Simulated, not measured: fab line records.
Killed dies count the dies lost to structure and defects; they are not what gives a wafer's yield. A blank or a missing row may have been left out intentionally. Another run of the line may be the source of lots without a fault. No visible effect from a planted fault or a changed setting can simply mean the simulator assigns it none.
Which tool is to blame?	flow berkeleyCmos170	Sampling: 13 lots, 39 wafers, 4 of 331 route steps

WHAT THE GAUGES SHOWED, per wafer
UCB170_V1_OVL_MEAS_13. Usual: V1_OVL gives 1 nm (standard deviation 4.7).
lot	measured	on	V1_OVL (nm)	flag
L277	day 9 08:39	overlay-01	-6 -3 3	
L279	day 9 05:14	overlay-02	4 9 3	
L278	day 9 08:49	overlay-02	6 3 -2	
L282	day 9 22:17	overlay-01	-6 2 -3	
L281	day 10 00:22	overlay-01	2 -3 -2	
L280	day 10 01:35	overlay-01	6 8 5	
L285	day 10 23:11	overlay-02	4 6 0	
L289	day 11 10:22	overlay-02	-1 1 -1	
L291	day 12 11:35	overlay-01	2 -1 8	
L292	day 12 10:57	overlay-01	0 -9 -10	
L295	day 13 05:24	overlay-02	4 7 12	
L297	day 13 19:58	overlay-02	10 10 9	
L299	day 13 23:30	overlay-01	-5 0 6	

UCB170_M2_OVL_MEAS_16. Usual: M2_OVL gives -7 nm (standard deviation 4.8).
lot	measured	on	M2_OVL (nm)	flag
L277	day 9 11:36	overlay-02	-7 -6 -6	
L279	day 9 08:40	overlay-02	-9 -7 -7	
L278	day 9 11:43	overlay-01	-13 -7 -8	
L282	day 10 01:30	overlay-02	-3 -6 -3	
L281	day 10 02:58	overlay-02	-9 -11 2	
L280	day 10 04:13	overlay-02	-5 -16 -11	
L285	day 11 02:02	overlay-02	-7 -13 -11	
L289	day 11 13:05	overlay-01	2 -12 1	
L291	day 12 14:35	overlay-02	4 -1 -3	
L292	day 12 13:51	overlay-01	-10 -6 -11	
L295	day 13 09:46	overlay-02	-11 -16 -5	
L297	day 13 23:16	overlay-02	-2 -5 -5	
L299	day 14 04:25	overlay-01	-4 -10 -12	

UCB170_M3_RS_MEAS_02: measurement is done with a four-point probe. Usual: M3_AL_RS gives 0.0320 ohm/sq (standard deviation 0.00049).
lot	measured	on	M3_AL_RS (ohm/sq)	flag
L277	day 9 15:03	filmMetro-02	0.0316 0.0320 0.0319	
L279	day 9 11:53	filmMetro-03	0.0328 0.0324 0.0328	
L278	day 9 14:44	filmMetro-04	0.0314 0.0317 0.0316	
L282	day 10 04:32	filmMetro-02	0.0316 0.0314 0.0312	
L281	day 10 06:35	filmMetro-02	0.0315 0.0318 0.0315	
L280	day 10 07:41	filmMetro-03	0.0323 0.0327 0.0326	
L285	day 11 05:44	filmMetro-03	0.0326 0.0323 0.0325	
L289	day 11 16:41	filmMetro-04	0.0317 0.0319 0.0319	
L291	day 12 18:20	filmMetro-02	0.0317 0.0318 0.0317	
L292	day 12 17:09	filmMetro-02	0.0318 0.0317 0.0319	
L295	day 13 13:01	filmMetro-02	0.0320 0.0320 0.0319	
L297	day 14 03:28	filmMetro-02	0.0318 0.0320 0.0315	
L299	day 14 08:53	filmMetro-02	0.0317 0.0315 0.0321	

EACH LOT AND THE TOOL THAT RAN IT (in order: tool; ch and the chambers of the sampled wafers; start)
lot	UCB170_NSD_STRIP_09
L277	plasmaAsher-01 ch 0,1, day 8 15:07
L279	plasmaAsher-02 ch 0,1, day 8 15:22
L278	plasmaAsher-03 ch 0,1, day 8 15:38
L282	plasmaAsher-03 ch 0,1, day 9 09:16
L281	plasmaAsher-01 ch 0,1, day 9 09:25
L280	plasmaAsher-02 ch 0,1, day 9 09:33
L285	plasmaAsher-02 ch 0,1, day 10 08:17
L289	plasmaAsher-03 ch 0,1, day 10 20:04
L291	plasmaAsher-01 ch 0,1, day 11 20:37
L292	plasmaAsher-03 ch 1, day 11 20:49
L295	plasmaAsher-03 ch 0,1, day 12 11:41
L297	plasmaAsher-01 ch 0, day 13 04:37
L299	plasmaAsher-02 ch 0, day 13 09:17
- UCB170_NSD_STRIP_09: strips in O2.

WHAT THE TOOLS THEMSELVES READ (means of the sampled wafers that have a number; where no wafer has one, the mark that the record gives instead)
UCB170_NSD_STRIP_09. Usual: drypumpMotorCurrentA 5.5 A, standard deviation 0.33; oesProductAu 0.534 a.u., standard deviation 0.0046; stripTimeToEndpointS 35.82 s, standard deviation 0.099.
lot	tool	drypumpMotorCurrentA (A)	oesProductAu (a.u.)	stripTimeToEndpointS (s)	flag
L277	plasmaAsher-01	5.3	0.535	35.67	
L279	plasmaAsher-02	5.7	0.532	35.75	
L278	plasmaAsher-03	5.6	0.537	35.68	
L282	plasmaAsher-03	5.4	0.531	35.86	
L281	plasmaAsher-01	5.6	0.534	36.04	
L280	plasmaAsher-02	5.7	0.535	35.85	
L285	plasmaAsher-02	5.7	0.557	33.90	OFF
L289	plasmaAsher-03	5.4	0.535	35.97	
L291	plasmaAsher-01	5.3	0.527	35.75	
L292	plasmaAsher-03	5.3	0.536	35.77	
L295	plasmaAsher-03	5.6	0.536	35.93	
L297	plasmaAsher-01	5.0	0.534	35.91	
L299	plasmaAsher-02	5.9	0.534	35.88	

THE ANSWER, worked out from the rows above alone
Rule: a lot counts as off when the mean over its wafers that have a number is more than 3 standard deviations away from the usual mean. A lot without any number at a reading at which 4 lots or more have one is off too. Any other lot the step has rows for is counted as sound. Order of review: gauges by route order, followed by the tools' own readings, for which a lot's mean as printed above is used. The first step at which some lot is off is used, and at that step the reading that is off furthest; a lot without a number counts as furthest.
Off, at UCB170_NSD_STRIP_09 on stripTimeToEndpointS: L285.
If a tool, at that step or one of the process steps before it, ran each lot that is off and ran no sound lot following the first of them, it fits. Of those tried, none fits.

WHAT HAD BEEN PUT IN BY THE SIMULATOR
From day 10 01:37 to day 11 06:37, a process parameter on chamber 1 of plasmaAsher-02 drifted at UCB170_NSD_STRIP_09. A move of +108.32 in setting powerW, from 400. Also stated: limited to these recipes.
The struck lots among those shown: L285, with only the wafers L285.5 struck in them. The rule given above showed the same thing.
